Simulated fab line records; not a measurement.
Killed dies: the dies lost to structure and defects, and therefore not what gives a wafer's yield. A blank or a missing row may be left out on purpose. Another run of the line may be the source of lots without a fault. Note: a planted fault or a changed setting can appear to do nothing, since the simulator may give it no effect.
fab line records / flow ritCmos
record: lots: 14 wafers: 42 lastDay: 7
route steps=202 shown SDANNEAL@156 PSD@157 NSD@158 PLDD@159
lots that met no fault: taken from a fault-free run of the same line
startH: start of the lot's first displayed wafer, in hours after the record's first day / waitH: hours elapsed since this lot's preceding step / " same as the row above / L1.1+2: one row covering several wafers at once / - value missing, or start not given / * or withheld: withheld / < > ~ a bound
route shown NAME@n: a module of which the file shows steps, and the number in the route of the first / usual: mean/standard deviation of fault-free wafers / same: alike in all rows / chamber/n: place in a boat / sites: each site's reading / _std_site: their standard deviation / _edge_site: mean of outer sites minus mean of inner sites / radiusMm: how far each site lies from the wafer's centre / mask NAME#n: copy n / behind: the last tool/chamber to shape the wafer / hold: the reason the lot was held/the length of the hold in hours/how it ended / device: transistor that didn't switch, given as n, p or np / end of line: the same wafers' tests at the end of the route / a step given without rows: its recipe and nothing more / killed: dies that structure and defects cost at the first sort, which is not the same as the wafer's yield / map: shows each die of a wafer: x if killed, . if not, _ if none is there
set.NAME: the setting the step ran with; set.NAME@STEP: the setting that earlier step ran with / model.NAME: the simulator's own value behind a step, which no gauge read
a sample of lots followed through the steps of the route, with each step as a table and each wafer as a row
services: the hour from which a tool's chamber was out of use, counted from the record's first day as startH (under 0 if before that day), plus the number of hours and why
== steps ==
step: RIT_SDANNEAL_RTA_03
recipe: tempC: 1050 timeS: 5 idleTempC: 600 rampUpCPerS: 342 rampDownCPerS: 171 coolToC: 600 ambient: N2
usual: wafer_temp_C_max: 1053.5/1.1
lot.wafer=L847.3 tool=rtpAnneal-01 chamber=0 startH=54.79 waitH=0.0 wafer_temp_C_max=1054.8
lot.wafer=L847.4 tool=rtpAnneal-01 chamber=0 startH=54.79 waitH=0.0 wafer_temp_C_max=1057.5
lot.wafer=L847.6 tool=rtpAnneal-01 chamber=0 startH=54.79 waitH=0.0 wafer_temp_C_max=1052.9
lot.wafer=L852.2 tool=rtpAnneal-01 chamber=0 startH=81.60 waitH=0.0 wafer_temp_C_max=1053.3
lot.wafer=L852.5 tool=rtpAnneal-01 chamber=0 startH=81.60 waitH=0.0 wafer_temp_C_max=1054.0
lot.wafer=L852.6 tool=rtpAnneal-01 chamber=0 startH=81.60 waitH=0.0 wafer_temp_C_max=1053.3
lot.wafer=L857.2 tool=rtpAnneal-01 chamber=0 startH=104.99 waitH=0.0 wafer_temp_C_max=1032.1
lot.wafer=L857.3 tool=rtpAnneal-01 chamber=0 startH=104.99 waitH=0.0 wafer_temp_C_max=1034.4
lot.wafer=L857.5 tool=rtpAnneal-01 chamber=0 startH=104.99 waitH=0.0 wafer_temp_C_max=1033.8
lot.wafer=L858.1 tool=rtpAnneal-02 chamber=0 startH=110.07 waitH=0.0 wafer_temp_C_max=1055.2
lot.wafer=L858.2 tool=rtpAnneal-02 chamber=0 startH=110.07 waitH=0.0 wafer_temp_C_max=1052.4
lot.wafer=L858.3 tool=rtpAnneal-02 chamber=0 startH=110.07 waitH=0.0 wafer_temp_C_max=1053.6
lot.wafer=L859.1 tool=rtpAnneal-01 chamber=0 startH=114.80 waitH=0.0 wafer_temp_C_max=1032.6
lot.wafer=L859.2 tool=rtpAnneal-01 chamber=0 startH=114.80 waitH=0.0 wafer_temp_C_max=1031.8
lot.wafer=L859.6 tool=rtpAnneal-01 chamber=0 startH=114.80 waitH=0.0 wafer_temp_C_max=1033.5
lot.wafer=L860.1 tool=rtpAnneal-02 chamber=0 startH=116.78 waitH=0.0 wafer_temp_C_max=1053.1
lot.wafer=L860.2 tool=rtpAnneal-02 chamber=0 startH=116.78 waitH=0.0 wafer_temp_C_max=1052.7
lot.wafer=L860.3 tool=rtpAnneal-02 chamber=0 startH=116.78 waitH=0.0 wafer_temp_C_max=1054.5
lot.wafer=L862.1 tool=rtpAnneal-02 chamber=0 startH=128.81 waitH=0.0 wafer_temp_C_max=1053.5
lot.wafer=L862.2 tool=rtpAnneal-02 chamber=0 startH=128.81 waitH=0.0 wafer_temp_C_max=1054.9
lot.wafer=L862.4 tool=rtpAnneal-02 chamber=0 startH=128.81 waitH=0.0 wafer_temp_C_max=1051.9
lot.wafer=L863.1 tool=rtpAnneal-02 chamber=0 startH=131.41 waitH=0.0 wafer_temp_C_max=1052.6
lot.wafer=L863.2 tool=rtpAnneal-02 chamber=0 startH=131.41 waitH=0.0 wafer_temp_C_max=1051.9
lot.wafer=L863.5 tool=rtpAnneal-02 chamber=0 startH=131.41 waitH=0.0 wafer_temp_C_max=1054.1
lot.wafer=L864.2 tool=rtpAnneal-02 chamber=0 startH=137.12 waitH=0.0 wafer_temp_C_max=1053.6
lot.wafer=L864.4 tool=rtpAnneal-02 chamber=0 startH=137.12 waitH=0.0 wafer_temp_C_max=1053.3
lot.wafer=L864.5 tool=rtpAnneal-02 chamber=0 startH=137.12 waitH=0.0 wafer_temp_C_max=1053.7
lot.wafer=L865.1 tool=rtpAnneal-02 chamber=0 startH=146.03 waitH=0.0 wafer_temp_C_max=1052.0
lot.wafer=L865.4 tool=rtpAnneal-02 chamber=0 startH=146.03 waitH=0.0 wafer_temp_C_max=1052.8
lot.wafer=L865.6 tool=rtpAnneal-02 chamber=0 startH=146.03 waitH=0.0 wafer_temp_C_max=1054.3
lot.wafer=L867.1 tool=rtpAnneal-02 chamber=0 startH=154.81 waitH=0.0 wafer_temp_C_max=1054.1
lot.wafer=L867.2 tool=rtpAnneal-02 chamber=0 startH=154.81 waitH=0.0 wafer_temp_C_max=1054.8
lot.wafer=L867.3 tool=rtpAnneal-02 chamber=0 startH=154.81 waitH=0.0 wafer_temp_C_max=1053.2
lot.wafer=L868.1 tool=rtpAnneal-02 chamber=0 startH=158.92 waitH=0.0 wafer_temp_C_max=1054.5
lot.wafer=L868.4 tool=rtpAnneal-02 chamber=0 startH=158.92 waitH=0.0 wafer_temp_C_max=1054.1
lot.wafer=L868.6 tool=rtpAnneal-02 chamber=0 startH=158.92 waitH=0.0 wafer_temp_C_max=1055.5
lot.wafer=L869.1 tool=rtpAnneal-02 chamber=0 startH=165.27 waitH=0.0 wafer_temp_C_max=1052.5
lot.wafer=L869.3 tool=rtpAnneal-02 chamber=0 startH=165.27 waitH=0.0 wafer_temp_C_max=1052.1
lot.wafer=L869.4 tool=rtpAnneal-02 chamber=0 startH=165.27 waitH=0.0 wafer_temp_C_max=1054.3
lot.wafer=L870.1 tool=rtpAnneal-02 chamber=0 startH=167.66 waitH=0.0 wafer_temp_C_max=1053.3
lot.wafer=L870.3 tool=rtpAnneal-02 chamber=0 startH=167.66 waitH=0.0 wafer_temp_C_max=1052.5
lot.wafer=L870.6 tool=rtpAnneal-02 chamber=0 startH=167.66 waitH=0.0 wafer_temp_C_max=1052.9
step: RIT_SDANNEAL_RS_MEAS_04
recipe: thkMeasGauge: four-point-probe
usual: PSD_RS: 115.9/0.33
lot.wafer=L847.3 tool=filmMetro-04 chamber=- startH=54.87 waitH=0.1 PSD_RS[ohm/sq]=115.7
lot.wafer=L847.4 tool=filmMetro-04 chamber=- startH=54.87 waitH=0.1 PSD_RS[ohm/sq]=115.7
lot.wafer=L847.6 tool=filmMetro-04 chamber=- startH=54.87 waitH=0.1 PSD_RS[ohm/sq]=115.7
lot.wafer=L852.2 tool=filmMetro-04 chamber=- startH=81.66 waitH=0.1 PSD_RS[ohm/sq]=116.2
lot.wafer=L852.5 tool=filmMetro-04 chamber=- startH=81.66 waitH=0.1 PSD_RS[ohm/sq]=116.2
lot.wafer=L852.6 tool=filmMetro-04 chamber=- startH=81.66 waitH=0.1 PSD_RS[ohm/sq]=116.4
lot.wafer=L857.2 tool=filmMetro-03 chamber=- startH=105.06 waitH=0.1 PSD_RS[ohm/sq]=130.4
lot.wafer=L857.3 tool=filmMetro-03 chamber=- startH=105.06 waitH=0.1 PSD_RS[ohm/sq]=130.7
lot.wafer=L857.5 tool=filmMetro-03 chamber=- startH=105.06 waitH=0.1 PSD_RS[ohm/sq]=130.3
lot.wafer=L858.1 tool=filmMetro-03 chamber=- startH=110.13 waitH=0.0 PSD_RS[ohm/sq]=116.0
lot.wafer=L858.2 tool=filmMetro-03 chamber=- startH=110.13 waitH=0.0 PSD_RS[ohm/sq]=116.3
lot.wafer=L858.3 tool=filmMetro-03 chamber=- startH=110.13 waitH=0.0 PSD_RS[ohm/sq]=116.6
lot.wafer=L859.1 tool=filmMetro-03 chamber=- startH=114.86 waitH=0.0 PSD_RS[ohm/sq]=130.0
lot.wafer=L859.2 tool=filmMetro-03 chamber=- startH=114.86 waitH=0.0 PSD_RS[ohm/sq]=130.2
lot.wafer=L859.6 tool=filmMetro-03 chamber=- startH=114.86 waitH=0.0 PSD_RS[ohm/sq]=130.3
lot.wafer=L860.1 tool=filmMetro-04 chamber=- startH=116.83 waitH=0.0 PSD_RS[ohm/sq]=115.8
lot.wafer=L860.2 tool=filmMetro-04 chamber=- startH=116.83 waitH=0.0 PSD_RS[ohm/sq]=116.0
lot.wafer=L860.3 tool=filmMetro-04 chamber=- startH=116.83 waitH=0.0 PSD_RS[ohm/sq]=116.1
lot.wafer=L862.1 tool=filmMetro-04 chamber=- startH=128.87 waitH=0.0 PSD_RS[ohm/sq]=115.7
lot.wafer=L862.2 tool=filmMetro-04 chamber=- startH=128.87 waitH=0.0 PSD_RS[ohm/sq]=115.9
lot.wafer=L862.4 tool=filmMetro-04 chamber=- startH=128.87 waitH=0.0 PSD_RS[ohm/sq]=115.9
lot.wafer=L863.1 tool=filmMetro-03 chamber=- startH=131.47 waitH=0.0 PSD_RS[ohm/sq]=115.9
lot.wafer=L863.2 tool=filmMetro-03 chamber=- startH=131.47 waitH=0.0 PSD_RS[ohm/sq]=115.8
lot.wafer=L863.5 tool=filmMetro-03 chamber=- startH=131.47 waitH=0.0 PSD_RS[ohm/sq]=116.0
lot.wafer=L864.2 tool=filmMetro-02 chamber=- startH=137.19 waitH=0.1 PSD_RS[ohm/sq]=115.6
lot.wafer=L864.4 tool=filmMetro-02 chamber=- startH=137.19 waitH=0.1 PSD_RS[ohm/sq]=116.0
lot.wafer=L864.5 tool=filmMetro-02 chamber=- startH=137.19 waitH=0.1 PSD_RS[ohm/sq]=115.6
lot.wafer=L865.1 tool=filmMetro-04 chamber=- startH=146.08 waitH=0.0 PSD_RS[ohm/sq]=115.8
lot.wafer=L865.4 tool=filmMetro-04 chamber=- startH=146.08 waitH=0.0 PSD_RS[ohm/sq]=115.7
lot.wafer=L865.6 tool=filmMetro-04 chamber=- startH=146.08 waitH=0.0 PSD_RS[ohm/sq]=115.7
lot.wafer=L867.1 tool=filmMetro-03 chamber=- startH=154.87 waitH=0.0 PSD_RS[ohm/sq]=116.5
lot.wafer=L867.2 tool=filmMetro-03 chamber=- startH=154.87 waitH=0.0 PSD_RS[ohm/sq]=116.2
lot.wafer=L867.3 tool=filmMetro-03 chamber=- startH=154.87 waitH=0.0 PSD_RS[ohm/sq]=116.3
lot.wafer=L868.1 tool=filmMetro-02 chamber=- startH=158.97 waitH=0.0 PSD_RS[ohm/sq]=116.1
lot.wafer=L868.4 tool=filmMetro-02 chamber=- startH=158.97 waitH=0.0 PSD_RS[ohm/sq]=116.4
lot.wafer=L868.6 tool=filmMetro-02 chamber=- startH=158.97 waitH=0.0 PSD_RS[ohm/sq]=116.3
lot.wafer=L869.1 tool=filmMetro-04 chamber=- startH=165.33 waitH=0.0 PSD_RS[ohm/sq]=115.8
lot.wafer=L869.3 tool=filmMetro-04 chamber=- startH=165.33 waitH=0.0 PSD_RS[ohm/sq]=115.9
lot.wafer=L869.4 tool=filmMetro-04 chamber=- startH=165.33 waitH=0.0 PSD_RS[ohm/sq]=115.8
lot.wafer=L870.1 tool=filmMetro-04 chamber=- startH=167.72 waitH=0.0 PSD_RS[ohm/sq]=115.3
lot.wafer=L870.3 tool=filmMetro-04 chamber=- startH=167.72 waitH=0.0 PSD_RS[ohm/sq]=115.5
lot.wafer=L870.6 tool=filmMetro-04 chamber=- startH=167.72 waitH=0.0 PSD_RS[ohm/sq]=115.6
step: RIT_SDANNEAL_RS_MEAS_05
recipe: thkMeasGauge: four-point-probe
usual: NSD_RS: 84.7/0.31
lot.wafer=L847.3 tool=filmMetro-04 chamber=- startH=54.99 waitH=0.1 NSD_RS[ohm/sq]=84.7
lot.wafer=L847.4 tool=filmMetro-04 chamber=- startH=54.99 waitH=0.1 NSD_RS[ohm/sq]=84.7
lot.wafer=L847.6 tool=filmMetro-04 chamber=- startH=54.99 waitH=0.1 NSD_RS[ohm/sq]=84.2
lot.wafer=L852.2 tool=filmMetro-04 chamber=- startH=81.78 waitH=0.1 NSD_RS[ohm/sq]=84.7
lot.wafer=L852.5 tool=filmMetro-04 chamber=- startH=81.78 waitH=0.1 NSD_RS[ohm/sq]=84.5
lot.wafer=L852.6 tool=filmMetro-04 chamber=- startH=81.78 waitH=0.1 NSD_RS[ohm/sq]=84.5
lot.wafer=L857.2 tool=filmMetro-03 chamber=- startH=105.18 waitH=0.1 NSD_RS[ohm/sq]=85.6
lot.wafer=L857.3 tool=filmMetro-03 chamber=- startH=105.18 waitH=0.1 NSD_RS[ohm/sq]=85.3
lot.wafer=L857.5 tool=filmMetro-03 chamber=- startH=105.18 waitH=0.1 NSD_RS[ohm/sq]=85.8
lot.wafer=L858.1 tool=filmMetro-03 chamber=- startH=110.25 waitH=0.1 NSD_RS[ohm/sq]=84.6
lot.wafer=L858.2 tool=filmMetro-03 chamber=- startH=110.25 waitH=0.1 NSD_RS[ohm/sq]=84.4
lot.wafer=L858.3 tool=filmMetro-03 chamber=- startH=110.25 waitH=0.1 NSD_RS[ohm/sq]=84.6
lot.wafer=L859.1 tool=filmMetro-03 chamber=- startH=114.98 waitH=0.1 NSD_RS[ohm/sq]=85.4
lot.wafer=L859.2 tool=filmMetro-03 chamber=- startH=114.98 waitH=0.1 NSD_RS[ohm/sq]=85.4
lot.wafer=L859.6 tool=filmMetro-03 chamber=- startH=114.98 waitH=0.1 NSD_RS[ohm/sq]=85.5
lot.wafer=L860.1 tool=filmMetro-04 chamber=- startH=116.95 waitH=0.1 NSD_RS[ohm/sq]=84.8
lot.wafer=L860.2 tool=filmMetro-04 chamber=- startH=116.95 waitH=0.1 NSD_RS[ohm/sq]=84.4
lot.wafer=L860.3 tool=filmMetro-04 chamber=- startH=116.95 waitH=0.1 NSD_RS[ohm/sq]=84.6
lot.wafer=L862.1 tool=filmMetro-04 chamber=- startH=128.99 waitH=0.1 NSD_RS[ohm/sq]=84.4
lot.wafer=L862.2 tool=filmMetro-04 chamber=- startH=128.99 waitH=0.1 NSD_RS[ohm/sq]=84.7
lot.wafer=L862.4 tool=filmMetro-04 chamber=- startH=128.99 waitH=0.1 NSD_RS[ohm/sq]=84.3
lot.wafer=L863.1 tool=filmMetro-03 chamber=- startH=131.59 waitH=0.1 NSD_RS[ohm/sq]=84.9
lot.wafer=L863.2 tool=filmMetro-03 chamber=- startH=131.59 waitH=0.1 NSD_RS[ohm/sq]=85.0
lot.wafer=L863.5 tool=filmMetro-03 chamber=- startH=131.59 waitH=0.1 NSD_RS[ohm/sq]=85.2
lot.wafer=L864.2 tool=filmMetro-02 chamber=- startH=137.31 waitH=0.1 NSD_RS[ohm/sq]=84.0
lot.wafer=L864.4 tool=filmMetro-02 chamber=- startH=137.31 waitH=0.1 NSD_RS[ohm/sq]=83.9
lot.wafer=L864.5 tool=filmMetro-02 chamber=- startH=137.31 waitH=0.1 NSD_RS[ohm/sq]=83.8
lot.wafer=L865.1 tool=filmMetro-04 chamber=- startH=146.20 waitH=0.1 NSD_RS[ohm/sq]=84.9
lot.wafer=L865.4 tool=filmMetro-04 chamber=- startH=146.20 waitH=0.1 NSD_RS[ohm/sq]=84.8
lot.wafer=L865.6 tool=filmMetro-04 chamber=- startH=146.20 waitH=0.1 NSD_RS[ohm/sq]=84.9
lot.wafer=L867.1 tool=filmMetro-03 chamber=- startH=154.99 waitH=0.1 NSD_RS[ohm/sq]=84.7
lot.wafer=L867.2 tool=filmMetro-03 chamber=- startH=154.99 waitH=0.1 NSD_RS[ohm/sq]=84.6
lot.wafer=L867.3 tool=filmMetro-03 chamber=- startH=154.99 waitH=0.1 NSD_RS[ohm/sq]=84.7
lot.wafer=L868.1 tool=filmMetro-02 chamber=- startH=159.09 waitH=0.1 NSD_RS[ohm/sq]=84.8
lot.wafer=L868.4 tool=filmMetro-02 chamber=- startH=159.09 waitH=0.1 NSD_RS[ohm/sq]=84.6
lot.wafer=L868.6 tool=filmMetro-02 chamber=- startH=159.09 waitH=0.1 NSD_RS[ohm/sq]=84.8
lot.wafer=L869.1 tool=filmMetro-04 chamber=- startH=165.45 waitH=0.1 NSD_RS[ohm/sq]=84.8
lot.wafer=L869.3 tool=filmMetro-04 chamber=- startH=165.45 waitH=0.1 NSD_RS[ohm/sq]=85.0
lot.wafer=L869.4 tool=filmMetro-04 chamber=- startH=165.45 waitH=0.1 NSD_RS[ohm/sq]=84.7
lot.wafer=L870.1 tool=filmMetro-04 chamber=- startH=167.84 waitH=0.1 NSD_RS[ohm/sq]=84.4
lot.wafer=L870.3 tool=filmMetro-04 chamber=- startH=167.84 waitH=0.1 NSD_RS[ohm/sq]=84.3
lot.wafer=L870.6 tool=filmMetro-04 chamber=- startH=167.84 waitH=0.1 NSD_RS[ohm/sq]=84.3
step: RIT_SDANNEAL_RS_MEAS_06
recipe: thkMeasGauge: four-point-probe
usual: PLDD_RS: 178.7/0.54
lot.wafer=L847.3 tool=filmMetro-04 chamber=- startH=55.11 waitH=0.1 PLDD_RS[ohm/sq]=178.3
lot.wafer=L847.4 tool=filmMetro-04 chamber=- startH=55.11 waitH=0.1 PLDD_RS[ohm/sq]=178.2
lot.wafer=L847.6 tool=filmMetro-04 chamber=- startH=55.11 waitH=0.1 PLDD_RS[ohm/sq]=178.5
lot.wafer=L852.2 tool=filmMetro-04 chamber=- startH=81.90 waitH=0.1 PLDD_RS[ohm/sq]=178.7
lot.wafer=L852.5 tool=filmMetro-04 chamber=- startH=81.90 waitH=0.1 PLDD_RS[ohm/sq]=178.9
lot.wafer=L852.6 tool=filmMetro-04 chamber=- startH=81.90 waitH=0.1 PLDD_RS[ohm/sq]=179.1
lot.wafer=L857.2 tool=filmMetro-03 chamber=- startH=105.30 waitH=0.1 PLDD_RS[ohm/sq]=195.2
lot.wafer=L857.3 tool=filmMetro-03 chamber=- startH=105.30 waitH=0.1 PLDD_RS[ohm/sq]=195.3
lot.wafer=L857.5 tool=filmMetro-03 chamber=- startH=105.30 waitH=0.1 PLDD_RS[ohm/sq]=194.7
lot.wafer=L858.1 tool=filmMetro-03 chamber=- startH=110.37 waitH=0.1 PLDD_RS[ohm/sq]=179.1
lot.wafer=L858.2 tool=filmMetro-03 chamber=- startH=110.37 waitH=0.1 PLDD_RS[ohm/sq]=179.3
lot.wafer=L858.3 tool=filmMetro-03 chamber=- startH=110.37 waitH=0.1 PLDD_RS[ohm/sq]=179.8
lot.wafer=L859.1 tool=filmMetro-03 chamber=- startH=115.10 waitH=0.1 PLDD_RS[ohm/sq]=194.2
lot.wafer=L859.2 tool=filmMetro-03 chamber=- startH=115.10 waitH=0.1 PLDD_RS[ohm/sq]=194.2
lot.wafer=L859.6 tool=filmMetro-03 chamber=- startH=115.10 waitH=0.1 PLDD_RS[ohm/sq]=194.5
lot.wafer=L860.1 tool=filmMetro-04 chamber=- startH=117.07 waitH=0.1 PLDD_RS[ohm/sq]=178.1
lot.wafer=L860.2 tool=filmMetro-04 chamber=- startH=117.07 waitH=0.1 PLDD_RS[ohm/sq]=178.6
lot.wafer=L860.3 tool=filmMetro-04 chamber=- startH=117.07 waitH=0.1 PLDD_RS[ohm/sq]=178.2
lot.wafer=L862.1 tool=filmMetro-04 chamber=- startH=129.11 waitH=0.1 PLDD_RS[ohm/sq]=178.4
lot.wafer=L862.2 tool=filmMetro-04 chamber=- startH=129.11 waitH=0.1 PLDD_RS[ohm/sq]=178.7
lot.wafer=L862.4 tool=filmMetro-04 chamber=- startH=129.11 waitH=0.1 PLDD_RS[ohm/sq]=178.4
lot.wafer=L863.1 tool=filmMetro-03 chamber=- startH=131.71 waitH=0.1 PLDD_RS[ohm/sq]=178.4
lot.wafer=L863.2 tool=filmMetro-03 chamber=- startH=131.71 waitH=0.1 PLDD_RS[ohm/sq]=178.7
lot.wafer=L863.5 tool=filmMetro-03 chamber=- startH=131.71 waitH=0.1 PLDD_RS[ohm/sq]=177.8
lot.wafer=L864.2 tool=filmMetro-02 chamber=- startH=137.43 waitH=0.1 PLDD_RS[ohm/sq]=178.6
lot.wafer=L864.4 tool=filmMetro-02 chamber=- startH=137.43 waitH=0.1 PLDD_RS[ohm/sq]=178.3
lot.wafer=L864.5 tool=filmMetro-02 chamber=- startH=137.43 waitH=0.1 PLDD_RS[ohm/sq]=178.6
lot.wafer=L865.1 tool=filmMetro-04 chamber=- startH=146.32 waitH=0.1 PLDD_RS[ohm/sq]=178.4
lot.wafer=L865.4 tool=filmMetro-04 chamber=- startH=146.32 waitH=0.1 PLDD_RS[ohm/sq]=178.8
lot.wafer=L865.6 tool=filmMetro-04 chamber=- startH=146.32 waitH=0.1 PLDD_RS[ohm/sq]=178.3
lot.wafer=L867.1 tool=filmMetro-03 chamber=- startH=155.11 waitH=0.1 PLDD_RS[ohm/sq]=179.3
lot.wafer=L867.2 tool=filmMetro-03 chamber=- startH=155.11 waitH=0.1 PLDD_RS[ohm/sq]=179.0
lot.wafer=L867.3 tool=filmMetro-03 chamber=- startH=155.11 waitH=0.1 PLDD_RS[ohm/sq]=179.5
lot.wafer=L868.1 tool=filmMetro-02 chamber=- startH=159.21 waitH=0.1 PLDD_RS[ohm/sq]=178.3
lot.wafer=L868.4 tool=filmMetro-02 chamber=- startH=159.21 waitH=0.1 PLDD_RS[ohm/sq]=178.8
lot.wafer=L868.6 tool=filmMetro-02 chamber=- startH=159.21 waitH=0.1 PLDD_RS[ohm/sq]=178.2
lot.wafer=L869.1 tool=filmMetro-04 chamber=- startH=165.57 waitH=0.1 PLDD_RS[ohm/sq]=178.4
lot.wafer=L869.3 tool=filmMetro-04 chamber=- startH=165.57 waitH=0.1 PLDD_RS[ohm/sq]=178.9
lot.wafer=L869.4 tool=filmMetro-04 chamber=- startH=165.57 waitH=0.1 PLDD_RS[ohm/sq]=177.8
lot.wafer=L870.1 tool=filmMetro-04 chamber=- startH=167.96 waitH=0.1 PLDD_RS[ohm/sq]=177.9
lot.wafer=L870.3 tool=filmMetro-04 chamber=- startH=167.96 waitH=0.1 PLDD_RS[ohm/sq]=178.2
lot.wafer=L870.6 tool=filmMetro-04 chamber=- startH=167.96 waitH=0.1 PLDD_RS[ohm/sq]=178.5
== services ==
tool=rtpAnneal-01 chamber=- startH=42.32 hours=9.4 kind=pm
== key ==
firstSign: step: RIT_SDANNEAL_RTA_03 reading: wafer_temp_C_max direction: down sigmas: 18 usual: * struck: *
effect: step: RIT_SDANNEAL_RS_MEAS_04 reading: PSD_RS direction: up sigmas: 44 usual: 115.9 struck: 130.3
effect: step: RIT_SDANNEAL_RS_MEAS_05 reading: NSD_RS direction: up sigmas: 2.7 usual: 84.7 struck: 85.5
effect: step: RIT_SDANNEAL_RS_MEAS_06 reading: PLDD_RS direction: up sigmas: 30 usual: 178.7 struck: 194.7
metAt RIT_SDANNEAL_RTA_03
struckLots L857,L859
testerLeftOut L857,L859
onsetBetween 81.60 104.99
fault: kind: processParameterDrift tool: rtpAnneal-01 chamber: - onsetH: 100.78 steps: RIT_SDANNEAL_RTA_03 channel: tempC offset: * shape: step endH: 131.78 actsIn: * stated: *
testerLeftOut: of these lots the tester's yield and bins aren't shown, on N5 and GAA mostly nor the transistor test; their killed dies are dies lost to structure and defects alone, not to doping, threshold or leakage, so they don't give the yield
